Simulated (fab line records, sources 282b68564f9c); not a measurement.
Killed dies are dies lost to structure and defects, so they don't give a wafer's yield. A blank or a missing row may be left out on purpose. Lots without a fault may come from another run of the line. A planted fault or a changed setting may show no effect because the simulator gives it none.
Which tool did it? | flow rit_cmos | 15 lots, 45 wafers sampled, at 2 steps of a route of 202

WHAT THE GAUGES READ, wafer by wafer
The record holds no reading of a measuring or inspecting step that can be judged against a usual standard deviation.

WHICH TOOL RAN EACH LOT (tool, then ch and the chambers of the sampled wafers, then the start)
lot  | RIT_SPACER_CVD_03          | RIT_M1_PROBE_99
L198 | lpcvd-01 ch 1, day 3 00:10 | -
L199 | lpcvd-01 ch 0, day 3 02:47 | -
L200 | lpcvd-01 ch 1, day 3 11:18 | -
L201 | lpcvd-01 ch 0, day 3 14:11 | -
L202 | lpcvd-02 ch 1, day 3 18:44 | -
L203 | lpcvd-01 ch 1, day 3 22:55 | -
L204 | lpcvd-01 ch 0, day 4 03:11 | -
L208 | lpcvd-02 ch 0, day 5 03:07 | prober-01, day 5 16:19
L209 | lpcvd-02 ch 1, day 5 05:01 | prober-02, day 5 18:38
L210 | lpcvd-02 ch 1, day 5 12:44 | prober-01, day 6 01:49
L215 | lpcvd-01 ch 0, day 6 11:00 | -
L216 | lpcvd-01 ch 0, day 6 19:31 | prober-01, day 7 08:37
L217 | lpcvd-01 ch 1, day 6 21:26 | -
L219 | lpcvd-01 ch 1, day 7 06:44 | -
L221 | lpcvd-01 ch 0, day 7 21:00 | -
- RIT_SPACER_CVD_03: deposits Si3N4 from SiH2Cl2/NH3, target thk 250 nm, time 3300 s.
- RIT_M1_PROBE_99

WHAT THE TOOLS THEMSELVES READ (means of the sampled wafers that have a number; where no wafer has one, the mark that the record gives instead)
RIT_SPACER_CVD_03. Usual: spike_tc_source_C 834.3 C, standard deviation 2.5.
lot  | tool     | spike_tc_source_C (C) | flag
L198 | lpcvd-01 | 834.0                 |
L199 | lpcvd-01 | 837.9                 |
L200 | lpcvd-01 | 834.1                 |
L201 | lpcvd-01 | 836.9                 |
L202 | lpcvd-02 | 832.4                 |
L203 | lpcvd-01 | 834.7                 |
L204 | lpcvd-01 | 837.1                 |
L208 | lpcvd-02 | 830.9                 |
L209 | lpcvd-02 | 832.2                 |
L210 | lpcvd-02 | 832.2                 |
L215 | lpcvd-01 | 838.1                 |
L216 | lpcvd-01 | 836.9                 |
L217 | lpcvd-01 | 834.6                 |
L219 | lpcvd-01 | 834.8                 |
L221 | lpcvd-01 | 837.0                 |

RIT_M1_PROBE_99. Usual: killed_at_contacts 0.1, standard deviation 0.32; killed_at_front_end 7, standard deviation 3; killed_dies 7, standard deviation 3.1; killed_open 3.3, standard deviation 1.8; killed_short 3.6, standard deviation 2.
lot  | tool      | killed_at_contacts | killed_at_front_end | killed_dies | killed_open | killed_short | flag
L208 | prober-01 | 0.0                | 22                  | 22          | 2.7         | 4.3          | OFF
L209 | prober-02 | 0.3                | 31                  | 31          | 3.3         | 1.7          | OFF
L210 | prober-01 | 0.0                | 34                  | 34          | 4.7         | 3.7          | OFF
L216 | prober-01 | 0.0                | 6                   | 6           | 2.3         | 3.7          |

THE ANSWER, worked out from the rows above alone
Rule: a lot is off if the mean of its wafers that have a number lies more than 3 standard deviations from the usual mean. A lot without any number at a reading at which 4 lots or more have one is off too. The other lots that the step has rows for count as sound. The gauges are gone through in route order, then the tools' own readings, and for those a lot's mean is taken as printed above. The first step at which some lot is off is used, and at that step the reading that is off furthest; a lot without a number counts as furthest.
Off: L208, L209, L210, at RIT_M1_PROBE_99 (killed_at_front_end). Neither off nor sound, because the step has no rows for them: L198, L199, L200, L201, L202, L203, L204, L215, L217, L219, L221.
A tool fits if, at that step or a process step before it, it ran every lot that is off, and no sound lot after the first of them. One fits: lpcvd-02 at RIT_SPACER_CVD_03. It ran no sound lot before its first lot that is off in this sample, so the start can't be narrowed down.

WHAT THE SIMULATOR HAD PUT IN
Chamber particle source: lpcvd-02, from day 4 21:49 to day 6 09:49, at RIT_SPACER_CVD_03. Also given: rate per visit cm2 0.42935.
Lots struck among those shown: L208, L209, L210. The rule above found the same.
